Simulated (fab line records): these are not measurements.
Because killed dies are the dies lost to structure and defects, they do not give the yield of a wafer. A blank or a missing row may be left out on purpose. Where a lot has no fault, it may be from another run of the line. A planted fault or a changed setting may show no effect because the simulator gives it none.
Split-lot study    flow berkeley cmos170    route with 331 steps; 5 lots, 23 wafers read

== SPLIT DETAILS ==
At UCB170_CONTACT_COAT_10 (resist thk 900 nm), the setting spin rpm was moved away from the recipe's 1500 rpm on 8 of the 23 wafers read, by -4.2% to -2.5%. All remaining wafers had this setting at the recipe value.

No step appears in the file between the split and the reading.

== THE READING ==
KrF_of_CONTACT_COAT_10.thk nm (the simulator's own value, which no gauge read), in nm, at UCB170_CONTACT_ETCH_18 (etches PSG in CHF3/CF4/Ar, stops on TiSi2, target depth 840 nm, time 195 s). The file does not state a usual value for it. Here, 15 wafers ran the recipe; their average is 694.0 nm with a standard deviation of 6 nm.

wafer   tool, chamber at the split  spin rpm as run, rpm  against the recipe  KrF_of_CONTACT_COAT_10.thk nm, nm  against lot-mates on the recipe
L075.1  litho track-03, 0           1440                  -4.0%               708.4                              +27.3
L075.3  litho track-03, 0           1440                  -4.0%               706.9                              +25.8
L075.4  litho track-03, 0           1440                  -4.0%               699.1                              +18.0
L075.5  litho track-03, 0           1500                  recipe              685.2                              -
L075.6  litho track-03, 0           1500                  recipe              677                                -
L074.1  litho track-02, 0           1500                  recipe              693.2                              -
L074.3  litho track-02, 0           1437                  -4.2%               724.6                              +27.1
L074.4  litho track-02, 0           1437                  -4.2%               725.6                              +28.1
L074.5  litho track-02, 0           1500                  recipe              701.7                              -
L074.6  litho track-02, 0           1437                  -4.2%               715.6                              +18.1
L076.2  litho track-02, 0           1500                  recipe              693.6                              -
L076.5  litho track-02, 0           1500                  recipe              693.1                              -
L076.6  litho track-02, 0           1500                  recipe              695.2                              -
L079.1  litho track-02, 0           1500                  recipe              692.4                              -
L079.2  litho track-02, 0           1500                  recipe              694.3                              -
L079.3  litho track-02, 0           1500                  recipe              700.7                              -
L079.5  litho track-02, 0           1500                  recipe              698.5                              -
L079.6  litho track-02, 0           1500                  recipe              693.8                              -
L080.1  litho track-02, 0           1462                  -2.5%               707.3                              +10.2
L080.2  litho track-02, 0           1500                  recipe              699.7                              -
L080.3  litho track-02, 0           1500                  recipe              694.9                              -
L080.5  litho track-02, 0           1462                  -2.5%               706.5                              +9.4
L080.6  litho track-02, 0           1500                  recipe              696.7                              -

FIT RESULTS
A straight line over all 23 wafers: KrF_of_CONTACT_COAT_10.thk nm changes by -4.82 nm for each +1% of spin rpm; r = -0.79; the points scatter about the line by 7 nm.
The same after taking each lot's own level away (the mean of its wafers on the recipe; 23 wafers): -5.71 nm for each +1%; r = -0.95; scatter 3.7 nm.
That fit puts the effect of the largest move of spin rpm on the reading at 24 nm.
From 681.10 to 697.45 nm: that is the span of the lots' own levels, equal to 2.7 times the standard deviation above.
So the lot-to-lot level blurs the effect unless lot-mates are compared.
Check: +23.1 nm against its lot-mates is what the line predicts for one of the wafers moved furthest among these (-4.2%) when that wafer is left out of the fit. It came out at +27.1 nm against them.

== ADDITIONAL SPLITS CARRIED BY THESE WAFERS ==
Other splits were also applied to these wafers ahead of the reading. Each is held against what the fit with the lots' levels taken away leaves over:
other split on the same wafers   wafers away from the commonest value  r with KrF_of_CONTACT_COAT_10.thk nm (lot level and that fit taken away)
UCB170_GATE_CVD_04 time s        10                                    +0.15
UCB170_GATE_ETCH_15 time s       10                                    +0.06
UCB170_PLDD_IMPLANT_09 dose cm2  6                                     -0.24
UCB170_SPACER_CVD_00 time s      4                                     +0.22
UCB170_PSD_PEB_04 peb temp c     6                                     +0.15
UCB170_SDANNEAL_RTA_00 time s    4                                     -0.09

== THE WHOLE CHAIN: every reading that the file lists as answering this split, in the file's order ==
step                    what it does                                                                reading                                                                         change (the file's fit)               r (the file's)
UCB170_CONTACT_COAT_10  resist thk 900 nm                                                           KrF_of_CONTACT_COAT_10.thk nm (the simulator's own value, which no gauge read)  -5.06 nm for each +1% of the setting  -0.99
UCB170_CONTACT_ETCH_18  etches PSG in CHF3/CF4/Ar, stops on TiSi2, target depth 840 nm, time 195 s  KrF_of_CONTACT_COAT_10.thk nm (the simulator's own value, which no gauge read)  -5.55 nm for each +1% of the setting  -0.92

== THE FILE'S OWN FIT ==
KrF_of_CONTACT_COAT_10.thk nm changes by -5.55 nm for each +1% of spin rpm, r = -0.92.
